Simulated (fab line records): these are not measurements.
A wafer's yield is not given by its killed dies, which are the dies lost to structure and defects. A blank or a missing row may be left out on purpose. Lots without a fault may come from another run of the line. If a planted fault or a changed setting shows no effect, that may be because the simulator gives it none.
What tool caused it? | flow rit-cmos | 14 lots, 42 wafers sampled, at 3 steps of a route of 202

== WHAT THE GAUGES SHOWED, per wafer ==
RIT_NLDD_TW_MEAS_10.
lot  | measured    | on            | NLDD_TW
L356 | day 3 03:21 | film-metro-01 | 2447 2452 2443
L357 | day 3 06:44 | film-metro-04 | 2487 2488 2508
L361 | day 4 06:35 | film-metro-04 | 2516 2519 2505
L362 | day 4 10:06 | film-metro-01 | 2443 2459 2458
L363 | day 4 14:50 | film-metro-02 | 2474 2471 2476
L364 | day 4 20:47 | film-metro-01 | 2470 2453 2454
L365 | day 5 01:15 | film-metro-02 | 2497 2472 2495
L366 | day 5 04:19 | film-metro-01 | 2459 2458 2446
L367 | day 5 08:10 | film-metro-04 | 2484 2499 2508
L371 | day 6 06:19 | film-metro-01 | 2462 2453 2471
L372 | day 6 08:44 | film-metro-02 | 2479 2475 2471
L375 | day 6 23:44 | film-metro-02 | 2482 2471 2472
L377 | day 7 13:51 | film-metro-01 | 2453 2460 2473
L378 | day 7 15:37 | film-metro-01 | 2462 2457 2465

RIT_PSD_TW_MEAS_10.
lot  | measured    | on            | PSD_TW
L356 | day 3 10:10 | film-metro-01 | 3397 3390 3393
L357 | day 3 13:45 | film-metro-01 | 3379 3394 3380
L361 | day 4 13:28 | film-metro-01 | 3401 3417 3410
L362 | day 4 17:07 | film-metro-04 | 3478 3502 3493
L363 | day 4 22:56 | film-metro-01 | 3417 3403 3414
L364 | day 5 03:53 | film-metro-01 | 3407 3402 3394
L365 | day 5 08:25 | film-metro-01 | 3431 3416 3430
L366 | day 5 11:13 | film-metro-04 | 3445 3452 3466
L367 | day 5 15:25 | film-metro-02 | 3446 3447 3436
L371 | day 6 13:43 | film-metro-04 | 3432 3440 3454
L372 | day 6 15:38 | film-metro-01 | 3389 3412 3397
L375 | day 7 06:45 | film-metro-01 | 3403 3391 3402
L377 | day 7 21:04 | film-metro-01 | 3435 3430 3418
L378 | day 7 22:35 | film-metro-04 | 3460 3450 3466

== WHICH TOOL RAN EACH LOT (tool, then ch and the chambers of the sampled wafers, then the start) ==
lot  | RIT_NSD_STRIP_09
L356 | plasma-asher-04 ch 0,1, day 3 08:34
L357 | plasma-asher-03 ch 0,1, day 3 12:01
L361 | plasma-asher-03 ch 0,1, day 4 11:44
L362 | plasma-asher-04 ch 0,1, day 4 15:24
L363 | plasma-asher-04 ch 0,1, day 4 21:13
L364 | plasma-asher-03 ch 0,1, day 5 02:12
L365 | plasma-asher-04 ch 0,1, day 5 06:35
L366 | plasma-asher-01 ch 0,1, day 5 09:29
L367 | plasma-asher-04 ch 0,1, day 5 13:41
L371 | plasma-asher-04 ch 0,1, day 6 12:09
L372 | plasma-asher-01 ch 0,1, day 6 13:55
L375 | plasma-asher-01 ch 0,1, day 7 05:02
L377 | plasma-asher-01 ch 0,1, day 7 19:19
L378 | plasma-asher-01 ch 1, day 7 20:58
- RIT_NSD_STRIP_09: strips in O2, time 180 s.

== WHAT THE TOOLS THEMSELVES READ (means of the sampled wafers that have a number; where no wafer has one, the mark that the record gives instead) ==
RIT_NSD_STRIP_09.
lot  | tool            | drypump-motor-current-A (A)
L356 | plasma-asher-04 | 5.1
L357 | plasma-asher-03 | 5.5
L361 | plasma-asher-03 | 5.6
L362 | plasma-asher-04 | 5.1
L363 | plasma-asher-04 | 5.3
L364 | plasma-asher-03 | 5.5
L365 | plasma-asher-04 | 5.3
L366 | plasma-asher-01 | 5.9
L367 | plasma-asher-04 | 5.1
L371 | plasma-asher-04 | 5.1
L372 | plasma-asher-01 | 5.7
L375 | plasma-asher-01 | 5.9
L377 | plasma-asher-01 | 5.8
L378 | plasma-asher-01 | 5.6

== THE ANSWER, worked out from the rows above alone ==
Rule: the usual values come from the lots themselves. Put in order of their means at a reading, lots are off if they are a third of the lots or fewer, leave a main group of 4 or more, and stand apart from it by a gap of 3 or more times the standard deviation of the main group's means; of several such gaps the widest counts. The tables above print the reading to a certain number of digits; a main group whose means all agree to those digits is not used. A lot without any number at a reading at which 4 lots or more have one is off too. All remaining lots with rows at the step are treated as sound. The gauges are gone through in route order, then the tools' own readings, and for those a lot's mean is taken as printed above. The first step at which some lot is off is used, and at that step the reading that is off furthest; a lot without a number counts as furthest.
None of the lots is off at any reading shown; this tells nothing.

== WHAT THE SIMULATOR PUT IN ==
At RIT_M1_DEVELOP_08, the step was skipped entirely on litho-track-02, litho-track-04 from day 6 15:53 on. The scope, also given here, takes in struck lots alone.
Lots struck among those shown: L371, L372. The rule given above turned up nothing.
